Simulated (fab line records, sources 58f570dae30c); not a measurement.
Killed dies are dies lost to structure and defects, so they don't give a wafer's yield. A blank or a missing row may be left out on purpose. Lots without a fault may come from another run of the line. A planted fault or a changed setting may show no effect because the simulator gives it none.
Chamber matching | flow berkeley_cmos170 | UCB170_M3_ETCH_17 on rie_diel-02: 4 sister chambers
The step etches BARC in N2/H2. 4 wafers are shown with their chamber, then 9 later ones without.

WAFERS WITH THEIR CHAMBER
wafer  | chamber | throttle_valve_pct (%)
L464.3 | 1       | 13.03
L465.1 | 2       | 13.70
L465.2 | 3       | 13.81
L465.6 | 0       | 13.55

WAFERS WITHOUT THEIR CHAMBER
wafer  | throttle_valve_pct (%)
L467.1 | 13.81
L467.3 | 13.04
L467.5 | 13.53
L472.3 | 13.05
L472.5 | 13.03
L472.6 | 13.70
L474.1 | 13.05
L474.4 | 13.70
L474.5 | 13.81

WHICH CHAMBER EACH WENT THROUGH
wafer  | from the rows above | in truth
L467.1 | 3                   | 3
L467.3 | 1                   | 1
L467.5 | 0                   | 0
L472.3 | 1                   | 1
L472.5 | 1                   | 1
L472.6 | 2                   | 2
L474.1 | 1                   | 1
L474.4 | 2                   | 2
L474.5 | 3                   | 3
Placed correctly: 9 of 9. Can't be placed from these rows: 0. Placed wrongly: 0.
How it was worked out, from the rows above alone: a wafer's distance from a chamber is the root of the sum, over the readings, of the square of ((its reading less the chamber's mean) divided by the reading's scatter). The wafer belongs to the nearest chamber; if the next one is less than 2 further off, it can't be placed. A chamber's mean is the mean of its shown wafers. The scatter: with one shown wafer a chamber, the root of the mean of the squares of how far each hidden wafer lies from its nearest shown one.
